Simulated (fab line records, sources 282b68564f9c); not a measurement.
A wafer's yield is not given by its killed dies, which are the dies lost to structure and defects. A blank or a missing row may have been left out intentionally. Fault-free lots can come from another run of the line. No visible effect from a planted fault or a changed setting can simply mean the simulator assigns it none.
Struck lot and sound lot, side by side | flow rit cmos | 18 out of 202 route steps
Sound: the wafers L956.1, L956.3, L956.5. Wafers L970.1, L970.3, L970.6 were the ones struck. The cause is named last.
Order at every step that has rows: each side's tool, ch and its chambers, its first start. Under that, the readings that differ: sound wafers | struck wafers | difference of the means | sigmas: that difference in standard deviations of wafers without a fault.
alike: readings with means less than 2 such deviations apart, plus words and numbers identical on both sides. not compared: withheld readings, readings lacking a value on some wafer, bounds such as >300 that could conceal the same value, and numbers that have no deviation in the record and whose values overlap.
The two part at a step that has a row with sigmas, a row that says differs or no value, or rows on one side only. Numbers that have no deviation but don't overlap get no sigmas and don't part them. Lack of a reading on every wafer of one side parts them only where that side has two or more wafers.

first, 4 steps without rows for these wafers: RIT_PSD_SOFTBAKE_02 (time 60 s); RIT_PSD_EXPOSE_03 (exposes mask M10, target cd 40900 nm); RIT_PSD_PEB_04; RIT_PSD_DEVELOP_05 (develop time 50 s).
RIT_PSD_OVL_MEAS_06:
  struck on overlay-02, day 7 06:00; sound on overlay-02, day 4 08:05
  alike: PSD_OVL
then, 2 steps without rows for these wafers: RIT_PSD_HARDBAKE_07 (time 60 s); RIT_PSD_IMPLANT_08.
RIT_PSD_STRIP_09: strips in O2, time 180 s.
  sound on plasma asher-01 ch 0,1, day 4 08:25; struck on plasma asher-02 ch 0,1, day 7 06:20
  alike: drypump motor current A, rf refl power W
  not compared: rf hours counter h
RIT_PSD_TW_MEAS_10:
  struck on film metro-02, day 7 06:31; sound on film metro-04, day 4 08:36
  alike: PSD_TW
then, 3 steps without rows for these wafers: RIT_SDANNEAL_CLEAN_00 (cleans in SC1, time 600 s); RIT_SDANNEAL_CLEAN_01 (cleans in dHF, time 30 s); RIT_SDANNEAL_CLEAN_02 (cleans in SC2, time 600 s).
RIT_SDANNEAL_RTA_03: time 5 s.
  sound on rtp anneal-01 ch 0, day 4 09:02; struck on rtp anneal-01 ch 0, day 7 07:07
  alike: chamber o2 ppm, wafer_temp_C_max
RIT_SDANNEAL_RS_MEAS_04: measurement is done with a four-point probe.
  struck on film metro-02, day 7 07:10; sound on film metro-02, day 4 09:06
  reading         | sound                | struck            | difference | sigmas
  PSD_RS (ohm/sq) | 115.89 115.83 116.09 | 96.12 96.26 96.11 | -19.77     | -68
RIT_SDANNEAL_RS_MEAS_05: measurement is done with a four-point probe.
  struck on film metro-02, day 7 07:17; sound on film metro-02, day 4 09:13
  reading         | sound             | struck            | difference | sigmas
  NSD_RS (ohm/sq) | 84.47 84.61 84.69 | 83.10 83.15 83.43 | -1.36      | -5
RIT_SDANNEAL_RS_MEAS_06: measurement is done with a four-point probe.
  struck on film metro-02, day 7 07:25; sound on film metro-02, day 4 09:20
  reading          | sound             | struck            | difference | sigmas
  PLDD_RS (ohm/sq) | 178.5 178.5 178.3 | 161.5 161.2 161.5 | -17.0      | -39
RIT_SDANNEAL_RS_MEAS_07: measurement is done with a four-point probe.
  struck on film metro-02, day 7 07:32; sound on film metro-02, day 4 09:28
  alike: NLDD_RS
RIT_M1_PROBE_99:
  struck on prober-01, day 7 14:31; sound on prober-01, day 4 16:38
  alike: killed at front end, killed dies, killed open, killed short

== WHERE THEY PART ==
Earliest at RIT_SDANNEAL_RS_MEAS_04; latest, in this record, at RIT_SDANNEAL_RS_MEAS_06. Later steps at which nothing parts them and some readings are alike: RIT_SDANNEAL_RS_MEAS_07, RIT_M1_PROBE_99.

WHY: what the simulator had put in
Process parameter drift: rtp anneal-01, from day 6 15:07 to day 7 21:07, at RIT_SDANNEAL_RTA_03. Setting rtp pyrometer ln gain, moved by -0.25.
